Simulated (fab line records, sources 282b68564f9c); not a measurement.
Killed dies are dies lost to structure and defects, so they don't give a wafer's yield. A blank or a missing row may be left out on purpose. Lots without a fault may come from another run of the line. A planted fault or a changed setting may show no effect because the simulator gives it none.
Problem report in the 8D (eight disciplines) form, filled by code | flow rit_cmos | the parts of the form that need people (team, actions taken, sign-off) are left out

1. THE PROBLEM
ACTIVE_OXIDE_THK at RIT_ACTIVE_THK_MEAS_02 reads a mean of 37.4 nm on 9 wafers of 3 lots; wafers without a fault read 46.6 nm with a standard deviation of 0.99. That is -9.3 standard deviations from the usual mean.
First seen on wafer L519.1, day 5 16:03, on film_metro-03. The record holds 45 wafers of 15 lots with a number at this step. Rule for "out", or "out of limits": more than 4 standard deviations from the usual mean. The other wafers with a number count as sound.

2. WHAT IT IS AND WHAT IT IS NOT
question                    | is                           | is not
which readings at this step | ACTIVE_OXIDE_THK             | -
which lots                  | L519, L520, L521             | L502, L503, L504, L505, L506, L507, L508, L510, L511, L513, L518, L522
which wafers of those lots  | all that have a number       | -
read on which gauges        | film_metro-01, film_metro-03 | film_metro-04
when                        | from day 5 16:03             | up to then (33 sound wafers); but 3 sound wafers of L522 came after

3. SUSPECTS, AND WHAT RULES EACH OUT
Counting: a tool at a process step up to the reading stays a suspect if it ran every lot that is out and no sound lot after the first of them.
- the gauge at RIT_ACTIVE_THK_MEAS_02: ruled out. The wafers that are out were read on 2 gauges (film_metro-01, film_metro-03).
- furnace-03 at RIT_ACTIVE_OXIDATION_01 (target thk 46.8 nm, ox time 3360 s): kept. It ran every lot that is out, first L519 (day 5 14:07), and no sound lot after that; its last sound lot up to then is L510 (day 3 17:07). Its own readings are out on those wafers: spike_tc_centre_C, spike_tc_load_C, spike_tc_source_C, tube_center_temp_C, tube_center_temp_C_max.
Left after counting: furnace-03 at RIT_ACTIVE_OXIDATION_01.

4. THE CAUSE (what the simulator had put in)
Process parameter drift: furnace-03, from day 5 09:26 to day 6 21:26, at RIT_ACTIVE_OXIDATION_01. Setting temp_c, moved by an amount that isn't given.
Counting left only this tool.

5. THE CHAIN OF EFFECTS, in route order
Each row: a reading whose mean over the struck wafers that have a number lies more than 3 standard deviations from the usual. Only readings for which the record gives a usual standard deviation are gone through. hours: the time from each lot's start at the first step in this table that gives one to its start at this step, as a median over the lots. sigmas: the change in usual standard deviations.
hours | step                    | reading                | usual    | on struck wafers | change | sigmas
0     | RIT_ACTIVE_OXIDATION_01 | spike_tc_centre_C      | 1001.7 C | 977.8            | -23.9  | -17
0     | RIT_ACTIVE_OXIDATION_01 | spike_tc_load_C        | 1027 C   | 1000             | -27    | -6.3
0     | RIT_ACTIVE_OXIDATION_01 | spike_tc_source_C      | 1026.9 C | 1003.4           | -23.5  | -12
0     | RIT_ACTIVE_OXIDATION_01 | tube_center_temp_C     | 1000 C   | 975              | -25    | -99 or more
0     | RIT_ACTIVE_OXIDATION_01 | tube_center_temp_C_max | 1002.6   | 977.4            | -25.2  | -63
0     | RIT_ACTIVE_OXIDATION_01 | zone_power_source_pct  | 36.5 %   | 34.1             | -2.4   | -5.0
2     | RIT_ACTIVE_THK_MEAS_02  | ACTIVE_OXIDE_THK       | 46.6 nm  | 37.4             | -9.2   | -9.3
The process steps in it:
- RIT_ACTIVE_OXIDATION_01: target thk 46.8 nm, ox time 3360 s.
Later measuring or inspecting steps at which every struck wafer that the step has a row for has a number for every such reading, and none has moved that far: RIT_ACTIVE_THK_MEAS_04, RIT_FOX2_THK_MEAS_91.

6. WHAT WOULD HAVE CAUGHT IT SOONER
In this record the first reading out of limits at a measuring or inspecting step was taken at day 5 16:03, 7 hours after the fault began at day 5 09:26.
The tool's own readings at RIT_ACTIVE_OXIDATION_01 were out on every struck wafer that the step has a row for (spike_tc_centre_C, spike_tc_load_C, spike_tc_source_C, tube_center_temp_C, tube_center_temp_C_max): an alarm limit on them would have fired on the first of those.
Of the lots that are out (3), L520, L521 began RIT_ACTIVE_OXIDATION_01 on furnace-03 after day 5 16:03. A hold on the tool at that time would have spared those 2.
